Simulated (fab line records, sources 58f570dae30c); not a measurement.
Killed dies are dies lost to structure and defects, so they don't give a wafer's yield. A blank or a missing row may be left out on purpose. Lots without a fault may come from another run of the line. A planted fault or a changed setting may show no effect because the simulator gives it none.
fab line records | flow berkeley_cmos170
record lots=6 wafers=18 last_day=12
route steps=331 shown V2@294
lots that met no fault: from a run of the same line without faults
start_h: hours from the record's first day to the start of the lot's first wafer shown | wait_h: hours since the lot's step before | " the same as in the row above | L1.1+2: a row that stands for several wafers | - no value, or no start given | * or withheld: withheld | < > ~ a bound
route shown NAME@n: a module of which the file shows steps, and the number in the route of the first | usual: mean/standard deviation of fault-free wafers | same: alike in all rows | chamber/n: place in a boat | sites: the reading at each site | _std_site: their standard deviation | _edge_site: outer sites' mean less inner sites' | radius_mm: how far each site lies from the wafer's centre | mask NAME#n: copy n | behind: the tool/chamber that last shaped the wafer | hold: why the lot was held/for how many hours/how that ended | device: the transistor (n, p or np) that didn't switch | end of line: the same wafers' tests at the end of the route | a step without rows: its recipe alone | killed: dies lost to structure and defects at the first sort, not the wafer's yield | map: a wafer's dies, x killed, . not, _ none there
set.NAME: the setting as run; set.NAME@STEP: as run at that earlier step | model.NAME: the simulator's own value behind a step, which no gauge read
lots at some steps of the route; a table a step, a row a wafer
services: from which hour (start_h, from the record's first day; less than 0 if before it) a tool's chamber was out of use, for how many hours, and why
## steps
# step UCB170_V2_CMP_02
# recipe material=SiO2 down_force_psi=6 platen_rpm=60 pad_velocity_m_s=0.75398
# usual head_pressure_psi=5.998/0.012 motor_current_A=16.7/1.8
# columns lot.wafer tool chamber start_h wait_h head_pressure_psi motor_current_A
L922.2 cmp-01 0 204.97 0.0 6.012 16.8
L922.1 " 3 " " 6.007 15.0
L922.5 " 1 " " 6.003 21.0
L925.3 cmp-02 0 212.68 0.0 6.010 16.1
L925.1 " 2 " " 5.986 14.5
L925.5 " 0 " " 6.027 15.5
L926.3 cmp-02 0 229.01 0.1 5.990 15.5
L926.1 " 2 " " 5.976 15.0
L926.5 " 0 " " 5.977 16.6
L931.4 cmp-01 1 255.27 0.0 5.991 19.4
L931.1 " 3 " " 5.999 14.9
L931.2 " 0 " " 5.997 17.9
L934.2 cmp-01 0 274.68 0.0 6.014 17.0
L934.4 " 1 " " 5.996 19.9
L934.3 " 3 " " 5.969 15.7
L935.3 cmp-01 1 283.79 0.0 5.996 20.4
L935.4 " 0 " " 6.012 18.3
L935.6 " 2 " " 6.000 17.3
# step UCB170_V2_BOW_MEAS_03
# recipe mode=bow
# usual V2_BOW=36/6.9
# columns lot.wafer tool chamber start_h wait_h V2_BOW[um]
L922.1 film_metro-03 - 205.27 0.1 32
L922.2 " - " " 36
L922.5 " - " " 41
L925.1 film_metro-03 - 212.98 0.1 22
L925.3 " - " " 30
L925.5 " - " " 28
L926.1 film_metro-03 - 229.26 0.1 42
L926.3 " - " " 33
L926.5 " - " " 30
L931.1 film_metro-04 - 255.57 0.1 31
L931.2 " - " " 30
L931.4 " - " " 37
L934.2 film_metro-03 - 275.00 0.3 35
L934.3 " - " " 34
L934.4 " - " " 44
L935.3 film_metro-04 - 284.13 0.3 35
L935.4 " - " " 42
L935.6 " - " " 34
# step UCB170_V2_THK_MEAS_04
# recipe reads=SiO2_of_V2_CVD_00
# usual V2_POLISHED_THK=999.9/1.1
# columns lot.wafer tool chamber start_h wait_h V2_POLISHED_THK[nm]
L922.1 film_metro-03 - 205.39 0.1 1000.4
L922.2 " - " " 1000.7
L922.5 " - " " 999.5
L925.1 film_metro-03 - 213.10 0.1 1000.5
L925.3 " - " " 999.8
L925.5 " - " " 999.6
L926.1 film_metro-03 - 229.38 0.1 999.5
L926.3 " - " " 998.7
L926.5 " - " " 998.9
L931.1 film_metro-04 - 255.69 0.1 1000.8
L931.2 " - " " 998.8
L931.4 " - " " 998.4
L934.2 film_metro-03 - 275.11 0.1 998.2
L934.3 " - " " 999.8
L934.4 " - " " 998.7
L935.3 film_metro-04 - 284.23 0.1 1000.4
L935.4 " - " " 1000.9
L935.6 " - " " 1000.6
# step UCB170_V2_CLEAN_05
# recipe chemistry=DIW
# step UCB170_V2_HMDS_06
# recipe prime_time_s=60 prime_temp_c=100
# step UCB170_V2_COAT_07
# recipe resist=KrF spin_rpm=1500 resist_thk_nm=900
# step UCB170_V2_SOFTBAKE_08
# recipe resist=KrF temp_c=130 time_s=60
# step UCB170_V2_EXPOSE_09
# recipe mask_id=VIA2 target_cd_nm=700 na=0.5 sigma_outer=0.6 source_shape=conventional dose_mj=37
# step UCB170_V2_PEB_10
# recipe peb_temp_c=130 peb_time_s=withheld resist=KrF
# step UCB170_V2_DEVELOP_11
# recipe developer=TMAH develop_time_s=45 resist=KrF dev_temp_c=21
# step UCB170_V2_CD_MEAS_12
# recipe target_cd_nm=700
# usual cd_nm=699.9/1.3
# columns lot.wafer tool chamber start_h wait_h cd_nm
L922.1 cd_sem-02 - 206.73 - 699.1
L922.2 " - " " 700.0
L922.5 " - " " 701.1
L925.1 cd_sem-01 - 214.31 - 700.3
L925.3 " - " " 699.9
L925.5 " - " " 701.2
L926.1 cd_sem-02 - 230.79 - 699.6
L926.3 " - " " 699.2
L926.5 " - " " 698.2
L931.1 cd_sem-01 - 257.40 - 700.4
L931.2 " - " " 702.0
L931.4 " - " " 701.3
L934.2 cd_sem-01 - 276.59 - 698.4
L934.3 " - " " 698.7
L934.4 " - " " 698.1
L935.3 cd_sem-02 - 285.76 - 699.3
L935.4 " - " " 699.4
L935.6 " - " " 700.4
# step UCB170_V2_OVL_MEAS_13
# usual V2_OVL=1/6.2
# columns lot.wafer tool chamber start_h wait_h V2_OVL[nm]
L922.1 overlay-01 - 206.85 0.1 0
L922.2 " - " " -5
L922.5 " - " " -1
L925.1 overlay-01 - 214.43 0.1 1
L925.3 " - " " 0
L925.5 " - " " 0
L926.1 overlay-01 - 230.91 0.1 12
L926.3 " - " " 2
L926.5 " - " " 6
L931.1 overlay-01 - 257.52 0.1 -3
L931.2 " - " " 3
L931.4 " - " " -3
L934.2 overlay-01 - 276.69 0.1 0
L934.3 " - " " -6
L934.4 " - " " -5
L935.3 overlay-01 - 285.85 0.1 -1
L935.4 " - " " -3
L935.6 " - " " -2
# step UCB170_V2_ETCH_14
# recipe chemistry=CHF3/CF4/Ar target=SiO2 stop_on=Al CHF3_flow_sccm=45 cf4_flow_sccm=15 Ar_flow_sccm=150 pressure_mtorr=200 rf_w=700 target_depth_a=12500 over_etch_frac=0.25 time_s=291
# usual drypump_motor_current_A=5.9/0.43 oes_product_au=0.872/0.0079 run_length_s=319.2/0.52 throttle_valve_pct=7.00/0.12
# columns lot.wafer tool chamber start_h wait_h drypump_motor_current_A oes_product_au rf_hours_counter_h run_length_s throttle_valve_pct model.KrF_of_V2_COAT_07.thk_nm model.V2.feature_depth_nm model.etch.depth_nm
L922.1 rie_diel-02 3 206.88 0.0 6.0 0.860 88 319.1 6.82 607.9 1001 1001
L922.2 " 2 " " 6.6 0.879 53 319.3 6.90 609.2 1001 1000
L922.5 " 3 " " 6.0 0.864 - 318.6 6.82 607.7 999.6 999.4
L925.1 rie_diel-04 3 214.46 0.0 6.4 0.887 52 319.1 7.11 610.9 1001 1001
L925.3 " 0 " " 5.9 0.864 46 318.8 7.10 607.3 1001 1001
L925.5 " 1 " " 5.7 0.874 - 319.8 7.07 611.5 1000 1000
L926.1 rie_diel-02 1 230.95 0.0 5.2 1.009 10 260.5 7.01 667.8 995.3 995.3
L926.3 " 0 " " 6.3 0.981 0 261.3 6.87 670 993.4 993.4
L926.5 " 3 " " 5.9 1.014 - 260.8 6.83 662.6 999.1 999.1
L931.1 rie_diel-02 0 257.55 0.0 6.3 0.986 1 261.6 6.87 665.9 993.4 993.4
L931.2 " 3 " " 5.9 1.008 91 261.0 6.84 658.5 998.9 998.9
L931.4 " 1 " " 5.2 1.006 11 260.8 7.00 665.6 996.5 996.5
L934.2 rie_diel-01 1 276.72 0.0 5.5 0.858 14 319.2 6.77 608.4 999 998.9
L934.3 " 3 " " 5.1 0.867 11 319.9 6.94 615 999.5 999.4
L934.4 " 0 " " 5.8 0.870 123 319.2 7.02 602.9 999.2 998.8
L935.3 rie_diel-04 3 285.87 0.0 6.3 0.879 55 319.9 7.11 614.3 1000 1000
L935.4 " 2 " " 6.0 0.877 2 318.8 7.16 611.9 1000 1000
L935.6 " 2 " " 6.0 0.877 - 318.8 7.17 610.8 1001 1000
# step UCB170_V2_STRIP_15
# recipe chemistry=O2 power_w=400 pressure_mtorr=3500 platen_temp_c=withheld o2_flow_sccm=400 overash_fraction=0.5
# usual drypump_motor_current_A=5.6/0.5 oes_product_au=0.722/0.0044 strip_time_to_endpoint_s=15.33/0.1
# columns lot.wafer tool chamber start_h wait_h drypump_motor_current_A oes_product_au rf_hours_counter_h strip_time_to_endpoint_s
L922.1 plasma_asher-03 0 207.06 0.1 5.2 0.725 9 15.26
L922.2 " 1 " " 5.3 0.721 9 15.29
L922.5 " 0 " " 5.2 0.722 - 15.26
L925.1 plasma_asher-01 1 214.64 0.1 6.3 0.720 48 15.31
L925.3 " 0 " " 6.1 0.715 - 15.25
L925.5 " 1 " " 6.3 0.727 - 15.34
L926.1 plasma_asher-01 1 231.13 0.1 6.4 0.721 49 16.61
L926.3 " 0 " " 6.1 0.731 - 16.67
L926.5 " 0 " " 6.1 0.715 - 16.49
L931.1 plasma_asher-02 1 257.73 0.1 5.7 0.719 53 16.58
L931.2 " 0 " " 5.0 0.716 53 16.40
L931.4 " 0 " " 5.0 0.727 - 16.57
L934.2 plasma_asher-03 1 276.90 0.1 5.2 0.723 15 15.26
L934.3 " 1 " " 5.3 0.730 - 15.43
L934.4 " 0 " " 5.2 0.723 - 15.14
L935.3 plasma_asher-02 1 286.08 0.1 5.7 0.714 - 15.40
L935.4 " 0 " " 4.9 0.721 - 15.34
L935.6 " 1 " " 5.7 0.723 - 15.33
# step UCB170_V2_CD_MEAS_90
# recipe target_cd_nm=700
# usual cd_nm=700.1/1.3
# columns lot.wafer tool chamber start_h wait_h cd_nm
L922.1 cd_sem-02 - 207.16 0.1 700.0
L922.2 " - " " 699.7
L922.5 " - " " 700.4
L925.1 cd_sem-01 - 214.74 0.1 700.8
L925.3 " - " " 700.8
L925.5 " - " " 701.1
L926.1 cd_sem-02 - 231.23 0.1 698.6
L926.3 " - " " 696.8
L926.5 " - " " 697.6
L931.1 cd_sem-02 - 257.83 0.1 698.6
L931.2 " - " " 701.2
L931.4 " - " " 699.2
L934.2 cd_sem-02 - 277.02 0.1 698.5
L934.3 " - " " 699.5
L934.4 " - " " 698.9
L935.3 cd_sem-02 - 286.19 0.1 699.2
L935.4 " - " " 700.1
L935.6 " - " " 701.2
## services
# columns tool chamber start_h hours kind
rie_diel-02 - 184.79 0.3 repair
rie_diel-02 0 193.69 - clean
rie_diel-02 0 193.69 26.3 scheduled_down
rie_diel-02 0 193.69 26.3 vent_cycle
rie_diel-04 - 198.78 0.8 repair
rie_diel-01 - 204.77 0.5 repair
rie_diel-01 2 206.85 33.7 repair
cmp-01 - 215.86 0.5 repair
rie_diel-01 1 218.98 5.3 repair
rie_diel-02 2 225.12 16.6 repair
cmp-01 - 232.26 4.0 pm
rie_diel-04 2 232.66 - clean
rie_diel-04 2 232.66 13.5 scheduled_down
rie_diel-04 2 232.66 13.5 vent_cycle
cmp-01 - 236.26 - consumable_replace:conditioner
cmp-01 - 236.26 - consumable_replace:pad
rie_diel-04 - 252.04 1.2 repair
cmp-01 - 275.80 0.8 repair
## key
first_sign step=UCB170_V2_ETCH_14 reading=run_length_s direction=down sigmas=99+ usual=* struck=*
effect step=UCB170_V2_ETCH_14 reading=oes_product_au direction=up sigmas=16 usual=0.872 struck=1.001
effect step=UCB170_V2_STRIP_15 reading=strip_time_to_endpoint_s direction=up sigmas=12 usual=* struck=*
model_effect step=UCB170_V2_ETCH_14 value=KrF_of_V2_COAT_07.thk_nm without=610.2 struck=665.1
met_at UCB170_V2_ETCH_14
struck_wafers L926.1,L926.3,L926.5,L931.1,L931.2,L931.4
later_rows_left_out L926.1,L926.3,L931.1,L931.4
sort_left_out L926.1,L926.3,L926.5,L931.1,L931.2,L931.4
onset_between 206.88 230.95
fault kind=process_parameter_drift tool=rie_diel-02 chamber=- onset_h=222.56 steps=UCB170_V2_ETCH_14 channel=time_s offset=* shape=step end_h=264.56 acts_in=* stated=*
# sort_left_out: the simulated sort isn't trusted on such a fault, so these wafers' sort isn't shown, and their yield isn't known
# later_rows_left_out: the simulator's readings of these wafers behind a module that went badly wrong aren't trusted and aren't shown, but for the sort
